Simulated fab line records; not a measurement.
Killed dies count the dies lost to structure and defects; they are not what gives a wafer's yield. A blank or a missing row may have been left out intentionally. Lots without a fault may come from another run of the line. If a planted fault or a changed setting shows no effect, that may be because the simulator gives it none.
Problem report in the 8D (eight disciplines) form, filled by code | flow ritCmos | the parts of the form that need people (team, actions taken, sign-off) are left out

## 1. WHAT IS WRONG
SILICIDE_TI_RS at RIT_SILICIDE_RS_MEAS_02 reads a mean of 60.4 ohm/sq on 1 wafer of 1 lot; wafers without a fault read 52.4 ohm/sq with a standard deviation of 0.86. Relative to the usual mean, that is a shift of +9.3 standard deviations.
The step: measures by four-point-probe.
First seen on wafer L290.1, day 7 01:55, on filmMetro-03. The record holds 39 wafers of 13 lots with a number at this step. Rule for "out", or "out of limits": more than 4 standard deviations from the usual mean. All remaining wafers that have a number are taken as sound.

## 2. WHAT IT IS AND WHAT IT IS NOT
question                    | is               | is not
which readings at this step | SILICIDE_TI_RS   | -
which lots                  | L290             | L272, L274, L276, L277, L278, L280, L283, L284, L285, L291, L292, L294
which wafers of those lots  | L290.1           | L290.2, L290.3
read on which gauges        | filmMetro-03     | filmMetro-01, filmMetro-04
when                        | from day 7 01:55 | up to then (29 sound wafers); but 9 sound wafers of L291, L292, L294 came after

## 3. WHAT RULES OUT EACH SUSPECT
Counting: any tool at a process step up to the reading remains a suspect provided it ran every lot that is out. Sound lots after the first of them don't rule it out here, since some wafers of a struck lot are sound.
- the gauge at RIT_SILICIDE_RS_MEAS_02: kept. All the wafers that are out were read on filmMetro-03, and no step on other tools shows them out.
- pvdSputter-03 at RIT_SILICIDE_SPUTTER_01 (material Ti, target thk 30 nm, time 240 s): kept. L290, the lot that is out, went through it at day 7 01:46; up to then, the latest sound lot through it was L285 at day 5 21:23.
The count leaves filmMetro-03 at RIT_SILICIDE_RS_MEAS_02 and pvdSputter-03 at RIT_SILICIDE_SPUTTER_01.

## 4. THE CAUSE (what the simulator had put in)
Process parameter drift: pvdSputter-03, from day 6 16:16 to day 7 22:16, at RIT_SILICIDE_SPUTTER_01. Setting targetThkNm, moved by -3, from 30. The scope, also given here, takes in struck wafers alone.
Counting leaves 2 suspects; this tool is one of them.

## 5. SEQUENCE OF EFFECTS, ordered by route
Each row: a reading where the mean over the struck wafers with a number is more than 3 standard deviations away from the usual. Only readings for which the record gives a usual standard deviation are gone through. hours: the time from each lot's start at the first step in this table that gives one to its start at this step, as a median over the lots. sigmas: the change in usual standard deviations.
hours | step                     | reading         | usual       | on struck wafers | change | sigmas
0     | RIT_SILICIDE_RS_MEAS_02  | SILICIDE_TI_RS  | 52.4 ohm/sq | 60.4             | +8.0   | +9.3
0     | RIT_SILICIDE_THK_MEAS_03 | SILICIDE_TI_THK | 29.8 nm     | 26.8             | -3.0   | -7.5

## 6. HOW IT WOULD HAVE BEEN CAUGHT EARLIER
The first out-of-limits reading at a measuring or inspecting step in this record came at day 7 01:55, 10 hours after the fault's start at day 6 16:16.
No tool reading at RIT_SILICIDE_SPUTTER_01 that has a usual standard deviation in the record was out on any struck wafer, so an alarm limit of 4 standard deviations on those readings would not have fired.
The start of RIT_SILICIDE_SPUTTER_01 on pvdSputter-03 came by day 7 01:55 for every one of the lots that are out (1). Had the tool been put on hold then, not one of them would have been saved.
